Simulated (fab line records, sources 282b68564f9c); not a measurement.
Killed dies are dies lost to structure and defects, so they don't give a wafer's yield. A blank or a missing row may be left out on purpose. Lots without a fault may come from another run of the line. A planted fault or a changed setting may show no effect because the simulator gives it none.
Split-lot experiment | flow rit_cmos | 5 lots, 23 wafers read, on a route of 202 steps

THE SPLIT
At RIT_NSD_COAT_01 (resist thk 1000 nm), the setting spin_rpm was moved away from the recipe's 3250 rpm on 10 of the 23 wafers read, by -6.0% to +7.2%. The other wafers ran this setting at the recipe's value.

FROM THE SPLIT TO THE READING: what the file shows between them, 3 steps
- RIT_NSD_SOFTBAKE_02: time 60 s
- RIT_NSD_EXPOSE_03: exposes mask M9, target cd 40700 nm
- RIT_NSD_DEVELOP_05: develop time 50 s

THE READING
NOVOLAK_of_NSD_COAT_01.thk_nm (the simulator's own value, which no gauge read), in nm, at RIT_NSD_HARDBAKE_07 (time 60 s). The file gives no usual value for it. The 13 wafers here that ran the recipe average 886.2 nm, standard deviation 1.6 nm.

wafer  | tool, chamber at the split | spin_rpm as run, rpm | against the recipe | NOVOLAK_of_NSD_COAT_01.thk_nm, nm | against lot-mates on the recipe
L074.1 | litho_track-01, 0          | 3250                 | recipe             | 886                               | -
L074.2 | litho_track-01, 0          | 3142                 | -3.3%              | 899.4                             | +13.8
L074.3 | litho_track-01, 0          | 3142                 | -3.3%              | 900.9                             | +15.2
L074.4 | litho_track-01, 0          | 3250                 | recipe             | 885.3                             | -
L074.6 | litho_track-01, 0          | 3142                 | -3.3%              | 899                               | +13.4
L077.1 | litho_track-04, 0          | 3483                 | +7.2%              | 856.9                             | -31.5
L077.2 | litho_track-04, 0          | 3483                 | +7.2%              | 855.9                             | -32.5
L077.3 | litho_track-04, 0          | 3250                 | recipe             | 888.2                             | -
L077.4 | litho_track-04, 0          | 3250                 | recipe             | 887.7                             | -
L077.6 | litho_track-04, 0          | 3250                 | recipe             | 889.3                             | -
L078.1 | litho_track-04, 0          | 3165                 | -2.6%              | 895.1                             | +9.1
L078.2 | litho_track-04, 0          | 3250                 | recipe             | 885.7                             | -
L078.3 | litho_track-04, 0          | 3165                 | -2.6%              | 896.4                             | +10.4
L078.4 | litho_track-04, 0          | 3250                 | recipe             | 886.4                             | -
L078.5 | litho_track-04, 0          | 3165                 | -2.6%              | 896.7                             | +10.7
L079.2 | litho_track-01, 0          | 3250                 | recipe             | 884.4                             | -
L079.5 | litho_track-01, 0          | 3250                 | recipe             | 887.7                             | -
L079.6 | litho_track-01, 0          | 3250                 | recipe             | 886.5                             | -
L081.1 | litho_track-03, 0          | 3250                 | recipe             | 885.7                             | -
L081.2 | litho_track-03, 0          | 3056                 | -6.0%              | 910.8                             | +26.3
L081.3 | litho_track-03, 0          | 3250                 | recipe             | 884.1                             | -
L081.4 | litho_track-03, 0          | 3056                 | -6.0%              | 914.9                             | +30.4
L081.5 | litho_track-03, 0          | 3250                 | recipe             | 883.8                             | -

THE FIT
A straight line over all 23 wafers: NOVOLAK_of_NSD_COAT_01.thk_nm changes by -4.21 nm for each +1% of spin_rpm; r = -0.99; the points scatter about the line by 1.6 nm.
The same after taking each lot's own level away (the mean of its wafers on the recipe; 23 wafers): -4.47 nm for each +1%; r = -1.00; scatter 1.3 nm.
On that fit, the largest move of spin_rpm shifts the reading by 32 nm.
The lots' own levels span 884.53 to 888.40 nm, that is 2.4 times the standard deviation above.
So the lot-to-lot level changes the slope little: the two slopes agree.
Check: with one of the wafers moved furthest among these (+7.2%) left out of the fit, the line predicts -32.6 nm for it against its lot-mates. It came out at -31.5 nm against them.

OTHER SPLITS ON THESE WAFERS
These wafers also went through other splits before the reading. Each is held against what the fit with the lots' levels taken away leaves over:
other split on the same wafers | wafers away from the commonest value | r with NOVOLAK_of_NSD_COAT_01.thk_nm (lot level and that fit taken away)
RIT_REOX_OXIDATION_03 temp_c   | 15                                   | -0.03
RIT_NLDD_IMPLANT_08 energy_kev | 9                                    | +0.03
RIT_PLDD_SOFTBAKE_02 temp_c    | 5                                    | +0.18
RIT_PLDD_IMPLANT_08 dose_cm2   | 6                                    | -0.26

THE WHOLE CHAIN: every reading that the file lists as answering this split, in the file's order
step                | what it does       | reading                                                                        | change (the file's fit)              | r (the file's)
RIT_NSD_COAT_01     | resist thk 1000 nm | NOVOLAK_of_NSD_COAT_01.thk_nm (the simulator's own value, which no gauge read) | -5.13 nm for each +1% of the setting | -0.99
RIT_NSD_HARDBAKE_07 | time 60 s          | NOVOLAK_of_NSD_COAT_01.thk_nm (the simulator's own value, which no gauge read) | -4.5 nm for each +1% of the setting  | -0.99

THE FILE'S OWN FIT
NOVOLAK_of_NSD_COAT_01.thk_nm changes by -4.5 nm for each +1% of spin_rpm, r = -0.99.
